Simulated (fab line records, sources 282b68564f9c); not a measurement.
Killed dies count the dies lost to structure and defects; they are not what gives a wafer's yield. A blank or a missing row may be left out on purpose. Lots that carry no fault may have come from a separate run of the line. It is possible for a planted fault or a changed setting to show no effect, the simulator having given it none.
fab line records | flow rit-cmos
record: lots: 6 wafers: 18 last-day: 7
route steps=202 shown SDANNEAL@153 PSD@157 NSD@158 PLDD@159 NLDD@160 SILICIDE@161 M1@202
lots with no fault: from the same line, run without faults
start-h: hours from the record's first day to the start of the lot's first wafer shown | wait-h: time in hours since the lot's previous step | " same as the row above | L1.1+2: several wafers, shown together as one row | - no value, or no start given | * or withheld: withheld | < > ~ a bound
route shown NAME@n: a module of which the file shows steps, and the number in the route of the first | usual: average and standard deviation across the fault-free wafers | same: alike in all rows | chamber/n: place in a boat | sites: each site's reading | _std_site: the standard deviation of these | _edge_site: outer sites' mean less inner sites' | radius-mm: how far each site lies from the wafer's centre | mask NAME#n: copy n | behind: the tool/chamber that last shaped the wafer | hold: what put the lot on hold/how long, in hours/how the hold closed | device: the n, p or np transistor that did not switch | end of line: tests of these same wafers at the route's end | a step with no rows: only its recipe | killed: dies that structure and defects cost at the first sort, which is not the same as the wafer's yield | map: a wafer's dies, marking killed ones x, the rest . and places with no die _
set.NAME: the setting that was run; set.NAME@STEP: the one run at that earlier step | model.NAME: the simulator's own value behind a step, which no gauge read
lots seen at some steps along the route; tables by step, rows by wafer
services: a tool's chamber out of use, with start hour (start-h, from the record's first day; less than 0 if before it), hours out, and reason
== steps ==
step: RIT_SDANNEAL_CLEAN_00
recipe: chemistry: SC1 mix: 3:3:50 time-s: 600 temp-c: 75
step: RIT_SDANNEAL_CLEAN_01
recipe: chemistry: dHF dilution: 50:1 time-s: 30
step: RIT_SDANNEAL_CLEAN_02
recipe: chemistry: SC2 mix: 3:3:50 time-s: 600 temp-c: 75 dry: n2-spin
step: RIT_SDANNEAL_RTA_03
recipe: temp-c: 1050 time-s: 5 idle-temp-c: 600 ramp-up-c-per-s: 342 ramp-down-c-per-s: 171 cool-to-c: 600 ambient: N2
usual: ramp-up-c-per-s: 342.00/0.066 wafer_temp_C_max: 1053.6/1.2
columns lot.wafer tool chamber start-h wait-h ramp-up-c-per-s wafer_temp_C_max
L817.3 rtp-anneal-01 0 96.28 0.0 342.08 1053.8
L817.5 " 0 " " 342.06 1053.4
L817.6 " 0 " " 341.94 1055.5
L818.3 rtp-anneal-01 0 101.73 0.0 342.08 1053.4
L818.5 " 0 " " 341.89 1055.3
L818.6 " 0 " " 341.88 1053.4
L824.2 rtp-anneal-01 0 128.96 0.0 342.08 1054.2
L824.3 " 0 " " 342.02 1053.3
L824.4 " 0 " " 341.97 1055.4
L825.1 rtp-anneal-02 0 132.78 0.0 342.00 1053.5
L825.3 " 0 " " 341.87 1052.6
L825.6 " 0 " " 341.92 1052.8
L826.2 rtp-anneal-01 0 138.63 0.0 341.89 1053.8
L826.5 " 0 " " 341.96 1053.0
L826.6 " 0 " " 342.02 1052.0
L830.2 rtp-anneal-02 0 158.65 0.0 342.03 1053.1
L830.4 " 0 " " 342.02 1053.2
L830.6 " 0 " " 341.97 1054.0
step: RIT_SDANNEAL_RS_MEAS_04
recipe: thk-meas-gauge: four-point-probe
usual: PSD_RS: 115.8/0.32
columns lot.wafer tool chamber start-h wait-h PSD_RS[ohm/sq]
L817.3 film-metro-04 - 96.36 0.1 116.0
L817.5 " - " " 115.5
L817.6 " - " " 115.5
L818.3 film-metro-04 - 101.81 0.1 116.0
L818.5 " - " " 116.2
L818.6 " - " " 115.8
L824.2 film-metro-01 - 129.08 0.1 115.6
L824.3 " - " " 115.3
L824.4 " - " " 116.1
L825.1 film-metro-01 - 132.84 0.0 116.0
L825.3 " - " " 116.0
L825.6 " - " " 115.9
L826.2 film-metro-03 - 138.70 0.1 116.5
L826.5 " - " " 116.6
L826.6 " - " " 116.5
L830.2 film-metro-01 - 158.77 0.1 116.0
L830.4 " - " " 115.6
L830.6 " - " " 115.8
step: RIT_SDANNEAL_RS_MEAS_05
recipe: thk-meas-gauge: four-point-probe
usual: NSD_RS: 85.16/0.29
columns lot.wafer tool chamber start-h wait-h NSD_RS[ohm/sq]
L817.3 film-metro-04 - 96.48 0.1 85.07
L817.5 " - " " 84.75
L817.6 " - " " 85.30
L818.3 film-metro-04 - 101.93 0.1 85.05
L818.5 " - " " 85.04
L818.6 " - " " 85.05
L824.2 film-metro-01 - 129.20 0.1 85.34
L824.3 " - " " 85.26
L824.4 " - " " 85.43
L825.1 film-metro-01 - 132.96 0.1 85.64
L825.3 " - " " 85.36
L825.6 " - " " 85.38
L826.2 film-metro-03 - 138.82 0.1 85.31
L826.5 " - " " 85.41
L826.6 " - " " 85.08
L830.2 film-metro-01 - 158.89 0.1 84.76
L830.4 " - " " 85.04
L830.6 " - " " 84.70
step: RIT_SDANNEAL_RS_MEAS_06
recipe: thk-meas-gauge: four-point-probe
usual: PLDD_RS: 177.7/0.45
columns lot.wafer tool chamber start-h wait-h PLDD_RS[ohm/sq]
L817.3 film-metro-04 - 96.60 0.1 177.8
L817.5 " - " " 177.6
L817.6 " - " " 177.1
L818.3 film-metro-04 - 102.05 0.1 178.1
L818.5 " - " " 178.3
L818.6 " - " " 177.8
L824.2 film-metro-01 - 129.32 0.1 178.4
L824.3 " - " " 178.1
L824.4 " - " " 178.1
L825.1 film-metro-01 - 133.08 0.1 178.0
L825.3 " - " " 177.9
L825.6 " - " " 177.6
L826.2 film-metro-03 - 138.94 0.1 178.4
L826.5 " - " " 178.9
L826.6 " - " " 178.5
L830.2 film-metro-01 - 159.01 0.1 178.5
L830.4 " - " " 178.0
L830.6 " - " " 178.3
step: RIT_SDANNEAL_RS_MEAS_07
recipe: thk-meas-gauge: four-point-probe
usual: NLDD_RS: 151.6/0.58
columns lot.wafer tool chamber start-h wait-h NLDD_RS[ohm/sq]
L817.3 film-metro-04 - 96.72 0.1 150.4
L817.5 " - " " 151.2
L817.6 " - " " 150.6
L818.3 film-metro-04 - 102.17 0.1 152.3
L818.5 " - " " 151.9
L818.6 " - " " 152.2
L824.2 film-metro-01 - 129.44 0.1 151.1
L824.3 " - " " 150.9
L824.4 " - " " 151.0
L825.1 film-metro-01 - 133.20 0.1 150.9
L825.3 " - " " 150.8
L825.6 " - " " 151.3
L826.2 film-metro-03 - 139.06 0.1 152.0
L826.5 " - " " 152.4
L826.6 " - " " 152.7
L830.2 film-metro-01 - 159.13 0.1 151.6
L830.4 " - " " 151.3
L830.6 " - " " 151.4
step: RIT_SILICIDE_WET_ETCH_00
recipe: chemistry: BOE target: SiO2 target-depth-nm: 14 time-s: 15 dry: n2-spin dilution: 10:1 temp-c: 21.5
step: RIT_SILICIDE_SPUTTER_01
recipe: material: Ti target-thk-nm: 30 power-w: 355.3 chamber-pressure-pa: 0.667 gas: Ar time-s: 240 substrate-temp-c: 25
usual: throttle-valve-pct: 30.0/1.1
columns lot.wafer tool chamber start-h wait-h throttle-valve-pct
L817.3 pvd-sputter-01 - 96.81 0.0 29.7
L817.5 " - " " 29.8
L817.6 " - " " 31.4
L818.3 pvd-sputter-02 - 102.27 0.0 29.1
L818.5 " - " " 29.5
L818.6 " - " " 29.4
L824.2 pvd-sputter-02 - 129.55 0.0 28.2
L824.3 " - " " 29.2
L824.4 " - " " 29.3
L825.1 pvd-sputter-01 - 133.35 0.0 31.4
L825.3 " - " " 29.6
L825.6 " - " " 31.0
L826.2 pvd-sputter-02 - 139.17 0.0 29.3
L826.5 " - " " 29.2
L826.6 " - " " 29.7
L830.2 pvd-sputter-01 - 159.24 0.0 29.6
L830.4 " - " " 31.0
L830.6 " - " " 31.5
step: RIT_SILICIDE_RS_MEAS_02
recipe: thk-meas-gauge: four-point-probe reads: Ti_of_SILICIDE_SPUTTER_01
usual: SILICIDE_TI_RS: 47.3/0.54
columns lot.wafer tool chamber start-h wait-h SILICIDE_TI_RS[ohm/sq]
L817.3 film-metro-02 - 97.00 0.1 46.7
L817.5 " - " " 46.6
L817.6 " - " " 46.6
L818.3 film-metro-01 - 102.46 0.1 47.9
L818.5 " - " " 47.0
L818.6 " - " " 47.6
L824.2 film-metro-01 - 129.72 0.1 46.9
L824.3 " - " " 47.0
L824.4 " - " " 47.1
L825.1 film-metro-02 - 133.50 0.1 47.6
L825.3 " - " " 47.1
L825.6 " - " " 47.3
L826.2 film-metro-04 - 139.34 0.1 47.7
L826.5 " - " " 47.8
L826.6 " - " " 47.8
L830.2 film-metro-04 - 159.41 0.1 46.7
L830.4 " - " " 46.6
L830.6 " - " " 46.6
step: RIT_SILICIDE_THK_MEAS_03
recipe: thk-meas-gauge: xrf reads: Ti_of_SILICIDE_SPUTTER_01
usual: SILICIDE_TI_THK: 30.3/0.34
columns lot.wafer tool chamber start-h wait-h SILICIDE_TI_THK[nm]
L817.3 film-metro-02 - 97.10 0.1 30.5
L817.5 " - " " 30.5
L817.6 " - " " 30.6
L818.3 film-metro-01 - 102.56 0.1 30.2
L818.5 " - " " 30.6
L818.6 " - " " 30.5
L824.2 film-metro-01 - 129.83 0.1 30.8
L824.3 " - " " 30.7
L824.4 " - " " 30.8
L825.1 film-metro-02 - 133.62 0.1 30.0
L825.3 " - " " 30.1
L825.6 " - " " 30.1
L826.2 film-metro-04 - 139.45 0.1 30.3
L826.5 " - " " 30.3
L826.6 " - " " 30.1
L830.2 film-metro-04 - 159.52 0.1 30.5
L830.4 " - " " 30.8
L830.6 " - " " 30.6
step: RIT_SILICIDE_RTA_04
recipe: temp-c: 650 time-s: 10 idle-temp-c: 25 ramp-up-s: 5 ramp-down-s: 5 cool-to-c: 25 ambient: N2
usual: wafer_temp_C_max: 652.9/0.96
columns lot.wafer tool chamber start-h wait-h wafer_temp_C_max
L817.3 rtp-anneal-01 0 97.16 0.1 652.8
L817.5 " 0 " " 653.3
L817.6 " 0 " " 653.0
L818.3 rtp-anneal-02 0 102.62 0.1 653.9
L818.5 " 0 " " 653.3
L818.6 " 0 " " 653.4
L824.2 rtp-anneal-02 0 129.89 0.1 647.4
L824.3 " 0 " " 646.9
L824.4 " 0 " " 646.4
L825.1 rtp-anneal-01 0 133.68 0.1 652.1
L825.3 " 0 " " 652.0
L825.6 " 0 " " 652.5
L826.2 rtp-anneal-02 0 139.51 0.1 646.6
L826.5 " 0 " " 646.7
L826.6 " 0 " " 646.0
L830.2 rtp-anneal-01 0 159.58 0.1 651.8
L830.4 " 0 " " 651.8
L830.6 " 0 " " 652.4
step: RIT_SILICIDE_WET_ETCH_05
recipe: chemistry: SPM target: Ti temp-c: 90 time-s: 120 dry: n2-spin
step: RIT_M1_PROBE_99
usual: killed-at-front-end: 6.8/3 killed-dies: 6.9/3 killed-open: 3.3/1.9 killed-short: 3.6/1.9
same: gross-dies: 264 killed_at_M0_to_M3: 0 killed_at_M4_up: 0 killed-at-back-side: 0 killed-at-contacts: 0 killed-at-other: 0
columns lot.wafer tool chamber start-h wait-h killed-at-front-end killed-dies killed-open killed-short
L817.3 prober-01 - 104.13 0.2 10 10 3 7
L817.5 prober-01 - 104.23 0.2 8 8 2 6
L817.6 prober-01 - 104.28 0.2 9 9 4 5
L818.3 prober-02 - 109.31 0.2 10 10 7 3
L818.5 prober-02 - 109.41 0.2 7 7 5 2
L818.6 prober-02 - 109.46 0.2 9 9 7 2
L824.2 prober-01 - 136.48 0.1 3 3 1 2
L824.3 prober-01 - 136.53 0.2 9 9 2 7
L824.4 prober-01 - 136.58 0.2 5 5 1 4
L825.1 prober-02 - 140.25 0.1 4 4 2 2
L825.3 prober-02 - 140.35 0.2 7 7 3 4
L825.6 prober-02 - 140.50 0.2 4 4 3 1
L826.2 prober-01 - 146.16 0.1 8 8 3 5
L826.5 prober-01 - 146.31 0.2 10 10 7 3
L826.6 prober-01 - 146.36 0.2 7 7 1 6
L830.2 prober-01 - 166.18 0.1 6 6 3 3
L830.4 prober-01 - 166.28 0.2 6 6 3 3
L830.6 prober-01 - 166.38 0.2 2 2 1 1
killed by level:class
L817.3 SPACER:geometric-particle:short=3 FOX1:geometric-particle:short=2 FOX1:geometric-particle:open=1 FOX2:geometric-particle:open=1 GATE:geometric-particle:short=1 REOX:geometric-particle:open=1 REOX:geometric-particle:short=1
L817.5 GATE:geometric-particle:short=2 SPACER:geometric-particle:short=2 FOX2:geometric-particle:short=1 GATE:geometric-particle:open=1 REOX:geometric-particle:open=1 REOX:geometric-particle:short=1
L817.6 GATE:geometric-particle:short=4 GATE:geometric-particle:open=2 REOX:geometric-particle:open=2 REOX:geometric-particle:short=1
L818.3 REOX:geometric-particle:open=3 GATE:geometric-particle:short=2 FOX2:geometric-particle:open=1 GATE:geometric-particle:open=1 SPACER:geometric-particle:open=1 SPACER:geometric-particle:short=1 SILICIDE:geometric-particle:open=1
L818.5 FOX1:geometric-particle:open=2 GATE:geometric-particle:open=2 GATE:geometric-particle:short=1 REOX:geometric-particle:open=1 SILICIDE:geometric-particle:short=1
L818.6 GATE:geometric-particle:open=3 REOX:geometric-particle:open=3 FOX1:geometric-particle:short=1 GATE:geometric-particle:short=1 SILICIDE:geometric-particle:open=1
L824.2 FOX1:geometric-particle:short=1 REOX:geometric-particle:short=1 REOX:geometric-particle:open=1
L824.3 FOX2:geometric-particle:short=4 GATE:geometric-particle:short=3 GATE:geometric-particle:open=2
L824.4 FOX1:geometric-particle:short=1 FOX2:geometric-particle:short=1 GATE:geometric-particle:open=1 REOX:geometric-particle:short=1 SPACER:geometric-particle:short=1
L825.1 GATE:geometric-particle:open=1 GATE:geometric-particle:short=1 SPACER:geometric-particle:open=1 SILICIDE:geometric-particle:short=1
L825.3 REOX:geometric-particle:short=2 SPACER:geometric-particle:short=2 FOX1:geometric-particle:open=1 GATE:geometric-particle:open=1 SILICIDE:geometric-particle:open=1
L825.6 GATE:geometric-particle:open=3 SPACER:geometric-particle:short=1
L826.2 GATE:geometric-particle:short=3 SPACER:geometric-particle:open=2 FOX1:geometric-particle:short=1 REOX:geometric-particle:short=1 SILICIDE:geometric-particle:open=1
L826.5 FOX1:geometric-particle:open=2 REOX:geometric-particle:short=2 ACTIVE:geometric-particle:short=1 ACTIVE:geometric-particle:open=1 GATE:geometric-particle:open=1 REOX:geometric-particle:open=1 SPACER:geometric-particle:open=1 SILICIDE:geometric-particle:open=1
L826.6 GATE:geometric-particle:short=4 FOX1:geometric-particle:short=1 FOX2:geometric-particle:open=1 FOX2:geometric-particle:short=1
L830.2 FOX2:geometric-particle:open=2 FOX1:geometric-particle:short=1 FOX1:geometric-particle:open=1 GATE:geometric-particle:short=1 REOX:geometric-particle:short=1
L830.4 GATE:geometric-particle:open=3 FOX1:geometric-particle:short=1 GATE:geometric-particle:short=1 SPACER:geometric-particle:short=1
L830.6 GATE:geometric-particle:open=1 REOX:geometric-particle:short=1
== services ==
columns tool chamber start-h hours kind
pvd-sputter-01 - 81.71 6.1 repair
pvd-sputter-02 - 141.41 4.8 repair
rtp-anneal-02 - 154.06 4.2 pm
== key ==
first-sign: step: RIT_SILICIDE_RTA_04 reading: wafer_temp_C_max direction: down sigmas: 6.4 usual: * struck: *
effect none on later readings
met-at RIT_SILICIDE_RTA_04
struck-wafers L824.2,L824.3,L824.4,L826.2,L826.5,L826.6
tester-left-out L824,L826
onset-between 102.62 129.89
earlier-fault: kind: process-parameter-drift tool: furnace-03 chamber: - onset-h: 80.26 steps: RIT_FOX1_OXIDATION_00 channel: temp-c offset: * shape: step end-h: 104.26 acts-in: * stated: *
fault: kind: process-parameter-drift tool: rtp-anneal-02 chamber: - onset-h: 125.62 steps: RIT_SILICIDE_RTA_04 channel: temp-c offset: * shape: step end-h: 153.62 acts-in: * stated: *
tester-left-out: of these lots the tester's yield and bins aren't shown, on N5 and GAA mostly nor the transistor test; their killed dies are dies lost to structure and defects alone, not to doping, threshold or leakage, so they don't give the yield
